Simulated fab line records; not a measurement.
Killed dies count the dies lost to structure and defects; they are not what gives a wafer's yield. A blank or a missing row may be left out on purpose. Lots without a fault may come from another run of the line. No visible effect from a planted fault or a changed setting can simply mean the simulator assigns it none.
fab line records | flow berkeley_cmos170 | part 2 of 2: steps 33 to 43 of 43
record: lots: 5 wafers: 15 last_day: 12
route steps=331 shown M2@275 V2@292 M3@309
lots untouched by any fault: they come from a run of this same line in which no faults occurred
start_h: hours from the record's first day to the start of the lot's first wafer shown | wait_h: hours elapsed since this lot's preceding step | " the same as in the row above | L1.1+2: a row that stands for several wafers | - value missing, or start not given | * or withheld: withheld | < > ~ a bound
route shown NAME@n: NAME is a module with steps in the file, n the number in the route of the first one | usual: mean/standard deviation taken from wafers without a fault | same: alike in all rows | chamber/n: place in a boat | sites: the reading at each site | _std_site: their standard deviation | _edge_site: inner sites' mean taken away from outer sites' mean | radius_mm: for every site, how far away it sits from the centre of the wafer | mask NAME#n: copy n | behind: the most recent tool/chamber to have shaped the wafer | hold: why the lot was held/for how many hours/how that ended | device: names the non-switching transistor (n, p or np) | end of line: at the end of the route, the tests of the same wafers | a step without rows: its recipe alone | killed: dies that structure and defects cost at the first sort, which is not the same as the wafer's yield | map: shows each die of a wafer: x if killed, . if not, _ if none is there
set.NAME: the setting as run; set.NAME@STEP: as run at that earlier step | model.NAME: the simulator's own value behind a step, which no gauge read
lots seen at some steps along the route; tables by step, rows by wafer
services: a tool's chamber out of use, with start hour (start_h, from the record's first day; less than 0 if before it), hours out, and reason
== steps ==
step: UCB170_V2_STRIP_15
recipe: chemistry: O2 power_w: 400 pressure_mtorr: 3500 platen_temp_c: withheld o2_flow_sccm: 400 overash_fraction: 0.5
usual: drypump_motor_current_A: 5.56/0.28 oes_product_au: 0.721/0.0048 strip_time_to_endpoint_s: 15.32/0.12
columns lot.wafer tool chamber start_h wait_h drypump_motor_current_A oes_product_au rf_hours_counter_h strip_time_to_endpoint_s
L081.1 plasma_asher-03 0 214.05 0.1 5.29 0.723 46 15.24
L081.2 " 1 " " 5.43 0.727 46 15.28
L081.3 " 0 " " 5.29 0.726 - 15.50
L076.1 plasma_asher-03 1 221.53 0.1 5.40 0.723 47 15.35
L076.2 " 0 " " 5.28 0.711 47 15.29
L076.4 " 1 " " 5.41 0.717 - 15.43
L084.2 plasma_asher-04 0 233.74 0.1 5.61 0.712 52 15.47
L084.4 " 0 " " 5.60 0.716 - 15.34
L084.6 " 0 " " 5.59 0.713 - 15.53
L090.3 plasma_asher-01 0 254.68 0.1 6.07 0.721 - 15.24
L090.4 " 1 " " 5.98 0.724 - 15.25
L090.6 " 0 " " 6.05 0.717 - 15.10
L096.3 plasma_asher-01 0 280.90 0.1 6.04 0.724 - 15.20
L096.5 " 1 " " 5.97 0.724 - 15.22
L096.6 " 0 " " 6.06 0.726 - 15.44
step: UCB170_V2_CD_MEAS_90
recipe: target_cd_nm: 700
usual: cd_nm: 700.0/1.4
columns lot.wafer tool chamber start_h wait_h cd_nm
L081.1 cd_sem-02 - 214.15 0.1 699.6
L081.2 " - " " 699.9
L081.3 " - " " 699.3
L076.1 cd_sem-01 - 221.63 0.1 699.3
L076.2 " - " " 700.1
L076.4 " - " " 697.8
L084.2 cd_sem-02 - 233.86 0.1 699.0
L084.4 " - " " 700.2
L084.6 " - " " 700.8
L090.3 cd_sem-01 - 254.78 0.1 701.6
L090.4 " - " " 699.5
L090.6 " - " " 701.0
L096.3 cd_sem-01 - 281.01 0.1 701.7
L096.5 " - " " 701.7
L096.6 " - " " 702.0
step: UCB170_M3_PRE_CLEAN_00
recipe: gas: Ar preclean_etch_time_s: 60
columns lot.wafer tool chamber start_h wait_h
L081.1+2+3 pvd_sputter-01 - 214.27 0.1
L076.1+2+4 pvd_sputter-02 - 221.75 0.1
L084.2+4+6 pvd_sputter-03 - 233.96 0.1
L090.3+4+6 pvd_sputter-02 - 254.86 0.1
L096.3+5+6 pvd_sputter-02 - 281.09 0.1
step: UCB170_M3_SPUTTER_01
recipe: material: Al target_thk_nm: 900 time_s: 120 power_w: 6000 chamber_pressure_pa: 0.5
usual: throttle_valve_pct: 29.5/1.2
columns lot.wafer tool chamber start_h wait_h throttle_valve_pct
L081.1 pvd_sputter-01 - 214.34 0.0 30.6
L081.2 " - " " 31.4
L081.3 " - " " 30.3
L076.1 pvd_sputter-02 - 221.81 0.0 28.6
L076.2 " - " " 30.7
L076.4 " - " " 28.7
L084.2 pvd_sputter-03 - 234.03 0.0 29.3
L084.4 " - " " 29.1
L084.6 " - " " 29.5
L090.3 pvd_sputter-02 - 254.93 0.0 28.8
L090.4 " - " " 28.7
L090.6 " - " " 28.5
L096.3 pvd_sputter-02 - 281.16 0.0 28.9
L096.5 " - " " 30.5
L096.6 " - " " 28.5
step: UCB170_M3_RS_MEAS_02
recipe: thk_meas_gauge: four-point-probe reads: Al_of_M3_SPUTTER_01
usual: M3_AL_RS: 0.0322/0.00032
columns lot.wafer tool chamber start_h wait_h M3_AL_RS[ohm/sq]
L081.1 film_metro-01 - 214.42 0.0 0.0319
L081.2 " - " " 0.0323
L081.3 " - " " 0.0321
L076.1 film_metro-04 - 221.90 0.0 0.0320
L076.2 " - " " 0.0321
L076.4 " - " " 0.0322
L084.2 film_metro-02 - 234.13 0.1 0.0317
L084.4 " - " " 0.0319
L084.6 " - " " 0.0319
L090.3 film_metro-02 - 255.05 0.1 0.0323
L090.4 " - " " 0.0324
L090.6 " - " " 0.0322
L096.3 film_metro-01 - 281.28 0.1 0.0324
L096.5 " - " " 0.0327
L096.6 " - " " 0.0326
step: UCB170_M3_THK_MEAS_03
recipe: thk_meas_gauge: xrf reads: Al_of_M3_SPUTTER_01
usual: M3_AL_THK: 912/9.7
columns lot.wafer tool chamber start_h wait_h M3_AL_THK[nm]
L081.1 film_metro-01 - 214.54 0.1 912
L081.2 " - " " 906
L081.3 " - " " 907
L076.1 film_metro-04 - 222.02 0.1 917
L076.2 " - " " 911
L076.4 " - " " 916
L084.2 film_metro-02 - 234.24 0.1 922
L084.4 " - " " 917
L084.6 " - " " 922
L090.3 film_metro-02 - 255.15 0.1 911
L090.4 " - " " 912
L090.6 " - " " 913
L096.3 film_metro-01 - 281.38 0.1 908
L096.5 " - " " 899
L096.6 " - " " 902
step: UCB170_M3_HMDS_04
recipe: prime_time_s: 60 prime_temp_c: 100
columns lot.wafer tool chamber start_h wait_h
L081.1+2+3 litho_track-01 0 215.09 0.5
L076.1+2+4 litho_track-04 0 222.81 0.8
L084.2+4+6 litho_track-01 0 235.26 1.0
L090.3+4+6 litho_track-01 0 256.04 0.9
L096.3+5+6 litho_track-01 0 281.98 0.6
step: UCB170_M3_COAT_05
recipe: resist: KrF spin_rpm: 1500 resist_thk_nm: 900
columns lot.wafer tool chamber start_h wait_h
L081.1+2+3 litho_track-01 0 215.24 0.1
L076.1+2+4 litho_track-04 0 222.96 0.1
L084.2+4+6 litho_track-01 0 235.41 0.1
L090.3+4+6 litho_track-01 0 256.19 0.1
L096.3+5+6 litho_track-01 0 282.13 0.1
step: UCB170_M3_SOFTBAKE_06
recipe: resist: KrF temp_c: 130 time_s: 60
columns lot.wafer tool chamber start_h wait_h
L081.1+2+3 litho_track-01 0 215.39 0.1
L076.1+2+4 litho_track-04 0 223.11 0.1
L084.2+4+6 litho_track-01 0 235.56 0.1
L090.3+4+6 litho_track-01 0 256.34 0.1
L096.3+5+6 litho_track-01 0 282.28 0.1
step: UCB170_M3_STRIP_07
recipe: chemistry: O2 power_w: 400 pressure_mtorr: 3500 platen_temp_c: withheld o2_flow_sccm: 400 overash_fraction: 0.5
usual: drypump_motor_current_A: 5.8/0.4 oes_product_au: 0.735/0.0047 strip_time_to_endpoint_s: 21.95/0.07
columns lot.wafer tool chamber start_h wait_h drypump_motor_current_A oes_product_au rf_hours_counter_h strip_time_to_endpoint_s
L081.1 plasma_asher-03 0 215.54 0.1 5.3 0.740 46 21.96
L081.2 " 1 " " 5.4 0.732 46 21.98
L081.3 " 1 " " 5.4 0.728 - 21.92
L076.1 plasma_asher-02 1 223.26 0.1 6.3 0.735 49 21.96
L076.2 " 0 " " 5.8 0.734 49 21.97
L076.4 " 1 " " 6.4 0.723 - 22.10
L084.2 plasma_asher-02 0 235.68 0.1 5.8 0.735 50 21.93
L084.4 " 1 " " 6.4 0.733 - 21.88
L084.6 " 1 " " 6.4 0.739 - 22.00
L090.3 plasma_asher-02 0 256.48 0.1 5.8 0.735 - 21.90
L090.4 " 1 " " 6.4 0.727 - 21.92
L090.6 " 1 " " 6.4 0.732 - 21.92
L096.3 plasma_asher-03 0 282.41 0.1 5.3 0.734 - 21.95
L096.5 " 0 " " 5.3 0.726 - 21.87
L096.6 " 1 " " 5.4 0.735 - 21.94
step: UCB170_M3_STRIP_08
recipe: chemistry: DMSO temp_c: 80 time_s: 600 material: KrF
columns lot.wafer tool chamber start_h wait_h
L081.1+2+3 wet_bench-03 1 215.67 0.1
L076.1+2+4 wet_bench-02 1 223.36 0.1
L084.2+4+6 wet_bench-04 3 235.78 0.1
L090.3+4+6 wet_bench-02 2 256.62 0.1
L096.3+5+6 wet_bench-03 0 282.50 0.1
== services ==
columns tool chamber start_h hours kind
wet_bench-02 - 187.90 4.4 pm
plasma_asher-01 - 188.59 13.1 pm
rie_diel-02 - 190.51 1.9 repair
cmp-01 - 198.24 0.4 repair
rie_diel-01 1 202.67 4.7 repair
krf_scanner-02 - 203.82 1.3 pm
cmp-01 - 220.94 1.6 repair
cmp-02 - 221.84 1.6 repair
rie_diel-01 3 230.81 1.5 repair
rie_diel-03 2 233.31 20.6 repair
cmp-02 - 233.88 4.0 pm
krf_scanner-01 - 234.50 1.0 pm
krf_scanner-02 - 237.17 1.5 repair
cmp-01 - 237.88 3.8 pm
pecvd-02 1 238.24 20.9 repair
plasma_asher-02 - 240.45 14.6 pm
cmp-01 - 241.01 1.4 repair
pecvd-04 - 242.53 14.0 pm
rie_diel-02 - 248.54 0.3 repair
cmp-01 - 250.17 1.5 repair
pecvd-02 - 254.14 0.8 repair
cmp-02 - 256.64 6.7 pm
pecvd-04 - 256.97 2.8 pm
pvd_sputter-01 - 258.01 1.6 repair
